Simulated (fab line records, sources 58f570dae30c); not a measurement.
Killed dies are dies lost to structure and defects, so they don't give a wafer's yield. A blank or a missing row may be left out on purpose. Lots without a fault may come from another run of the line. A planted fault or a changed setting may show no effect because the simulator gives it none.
A struck lot beside a sound one | flow berkeley_cmos170 | 13 steps out of a route of 331
Sound: wafers L964.2, L964.3, L964.5. Struck: wafers L978.1, L978.2, L978.3. The cause comes at the end.
At each step with rows: each side's tool, then ch and its chambers, then its first start. Under that, the readings that differ: sound wafers | struck wafers | difference of the means | sigmas: that difference in standard deviations of wafers without a fault.
alike: readings whose means differ by less than 2 such deviations, and words and numbers that are the same on both sides. not compared: withheld readings, readings that some wafer has no value for, bounds like >300 that may hide the same value, and numbers for which the record gives no deviation and whose values overlap.
The two part at a step that has a row with sigmas, a row that says differs or no value, or rows on one side only. Numbers that don't overlap but have no deviation are shown without sigmas and don't part them. A reading that every wafer of one side lacks parts them only if that side has two wafers or more.

UCB170_START_BOW_MEAS_00:
  sound on film_metro-01, day 1 20:01; struck on film_metro-02, day 4 18:00
  alike: INCOMING_BOW
then, 2 steps without rows for these wafers: UCB170_START_CLEAN_01 (cleans in dHF, time 60 s); UCB170_START_OXIDATION_02 (target thk 20 nm, ox time 1800 s).
UCB170_START_THK_MEAS_03:
  sound on film_metro-01, day 2 01:34; struck on film_metro-03, day 4 22:19
  reading              | sound          | struck         | difference | sigmas
  START_OXIDE_THK (nm) | 19.6 19.7 19.6 | 20.4 20.4 20.1 | +0.7       | +2
then, 6 steps without rows for these wafers: UCB170_START_ANNEAL_04 (time 1200 s); UCB170_ZERO_HMDS_00 (prime time 60 s); UCB170_ZERO_COAT_01 (resist thk 900 nm); UCB170_ZERO_SOFTBAKE_02 (time 60 s); UCB170_ZERO_EXPOSE_03 (exposes mask PM MARKS, target cd 4000 nm); UCB170_ZERO_PEB_04.
UCB170_ZERO_DEVELOP_05: develop time 45 s.
  sound on litho_track-04 ch 0, day 2 05:00; struck on litho_track-02, day 5 03:00
  no value came back on the struck wafers for chill_plate_temp_C (C), develop_time_s (s), resist_line_temp_C (C); on the sound wafers chill_plate_temp_C (C) reads 23.02 22.92 23.00
  reading                               | sound             | struck          | difference | sigmas
  model.KrF_of_ZERO_COAT_01.thk_nm (nm) | 886.2 883.8 884.5 | 902.3 901 903.6 | +17.5      |
UCB170_ZERO_ETCH_06: etches SiO2 in CHF3/CF4/Ar, time 12 s.
  sound on rie_diel-04 ch 1,2,3, day 2 05:14; struck on rie_diel-02 ch 0,1,3, day 5 03:44
  reading               | sound             | struck            | difference | sigmas
  oes_product_au (a.u.) | 0.609 0.629 0.610 | 0.372 0.372 0.368 | -0.245     | -22
  alike: chamber_pressure_mTorr, drypump_motor_current_A, throttle_valve_pct
  not compared: rf_hours_counter_h
UCB170_ZERO_STRIP_07: strips in O2.
  sound on plasma_asher-04 ch 0,1, day 2 05:15; struck on plasma_asher-01 ch 0,1, day 5 03:46
  reading                      | sound             | struck            | difference | sigmas
  strip_time_to_endpoint_s (s) | 21.48 21.41 21.44 | 21.87 21.85 21.91 | +0.43      | +8
  alike: chamber_pressure_mTorr, drypump_motor_current_A, oes_product_au
  not compared: rf_hours_counter_h

WHERE THEY PART
First at UCB170_START_THK_MEAS_03; last, within this record, at UCB170_ZERO_STRIP_07.

WHY: what the simulator had put in
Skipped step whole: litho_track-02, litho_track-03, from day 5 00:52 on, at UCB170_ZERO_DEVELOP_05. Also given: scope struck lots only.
